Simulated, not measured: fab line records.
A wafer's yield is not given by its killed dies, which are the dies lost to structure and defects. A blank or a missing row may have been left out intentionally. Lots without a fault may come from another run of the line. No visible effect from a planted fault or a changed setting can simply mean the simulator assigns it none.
Which tool did it? | flow rit_cmos | 14 lots, 42 wafers sampled, at 1 step of a route of 202

## WHAT THE GAUGES READ, wafer by wafer
The record holds no reading of a measuring or inspecting step that can be judged against a usual standard deviation.

## WHAT TOOL EACH LOT RAN ON (gives the tool, then ch and the chambers of the sampled wafers, and finally the start)
lot  | RIT_ACTIVE_ETCH_13
L498 | rie_diel-04 ch 0,3, day 1 17:17
L500 | rie_diel-03 ch 1,2,3, day 2 00:44
L501 | rie_diel-01 ch 0,1,3, day 2 05:43
L503 | rie_diel-01 ch 0,3, day 2 15:52
L506 | rie_diel-01 ch 0,1, day 3 07:11
L507 | rie_diel-03 ch 0,1,2, day 3 13:17
L508 | rie_diel-01 ch 0,2,3, day 3 17:52
L509 | rie_diel-01 ch 0,2,3, day 3 22:10
L511 | rie_diel-04 ch 0,2, day 4 08:30
L512 | rie_diel-03 ch 0,3, day 4 13:55
L515 | rie_diel-03 ch 0,3, day 5 06:23
L518 | rie_diel-03 ch 2,3, day 5 22:01
L520 | rie_diel-03 ch 2,3, day 6 08:29
L521 | rie_diel-01 ch 0,2,3, day 6 15:46
- RIT_ACTIVE_ETCH_13: etches Si3N4 in SF6, stops on SiO2, time 210 s, target depth 210 nm.

## AS READ BY THE TOOLS THEMSELVES (means over the sampled wafers that have a number; for cases with no such wafer, the mark the record gives instead)
RIT_ACTIVE_ETCH_13. Usual: drypump_motor_current_A 5.8 A, standard deviation 0.48; oes_product_au 0.825 a.u., standard deviation 0.011; rf_fwd_power_W 124.7 W, standard deviation 0.41; throttle_valve_pct 7.53 %, standard deviation 0.084.
lot  | tool        | drypump_motor_current_A (A) | oes_product_au (a.u.) | rf_fwd_power_W (W) | throttle_valve_pct (%) | flag
L498 | rie_diel-04 | 5.7                         | 0.821                 | 124.8              | 7.43                   |
L500 | rie_diel-03 | 5.9                         | 0.821                 | 124.5              | 7.61                   |
L501 | rie_diel-01 | 6.1                         | 0.833                 | 124.9              | 7.51                   |
L503 | rie_diel-01 | 6.1                         | 0.829                 | 124.8              | 7.55                   |
L506 | rie_diel-01 | 6.3                         | 0.830                 | 174.7              | 7.49                   | OFF
L507 | rie_diel-03 | 5.7                         | 0.820                 | 124.8              | 7.62                   |
L508 | rie_diel-01 | 5.7                         | 0.823                 | 174.3              | 7.53                   | OFF
L509 | rie_diel-01 | 5.7                         | 0.827                 | 174.8              | 7.53                   | OFF
L511 | rie_diel-04 | 6.0                         | 0.823                 | 125.3              | 7.40                   |
L512 | rie_diel-03 | 6.0                         | 0.839                 | 124.8              | 7.59                   |
L515 | rie_diel-03 | 6.0                         | 0.832                 | 124.5              | 7.59                   |
L518 | rie_diel-03 | 6.0                         | 0.818                 | 124.6              | 7.60                   |
L520 | rie_diel-03 | 6.0                         | 0.825                 | 124.5              | 7.61                   |
L521 | rie_diel-01 | 5.7                         | 0.832                 | 124.8              | 7.51                   |

## THE ANSWER, worked out from the rows above alone
Rule: a lot counts as off when the mean over its wafers that have a number is more than 3 standard deviations away from the usual mean. A lot without any number at a reading at which 4 lots or more have one is off too. The other lots that the step has rows for count as sound. First the gauges in route order, then the tools' own readings, where a lot's mean is used as printed above. At the first step where some lot is off, the reading lying furthest off is the one used; lots without a number count as furthest.
Off at RIT_ACTIVE_ETCH_13 (rf_fwd_power_W): L506, L508, L509.
If a tool, at that step or one of the process steps before it, ran each lot that is off and ran no sound lot following the first of them, it fits. None of those tried fits.

## WHAT THE SIMULATOR HAD INSERTED
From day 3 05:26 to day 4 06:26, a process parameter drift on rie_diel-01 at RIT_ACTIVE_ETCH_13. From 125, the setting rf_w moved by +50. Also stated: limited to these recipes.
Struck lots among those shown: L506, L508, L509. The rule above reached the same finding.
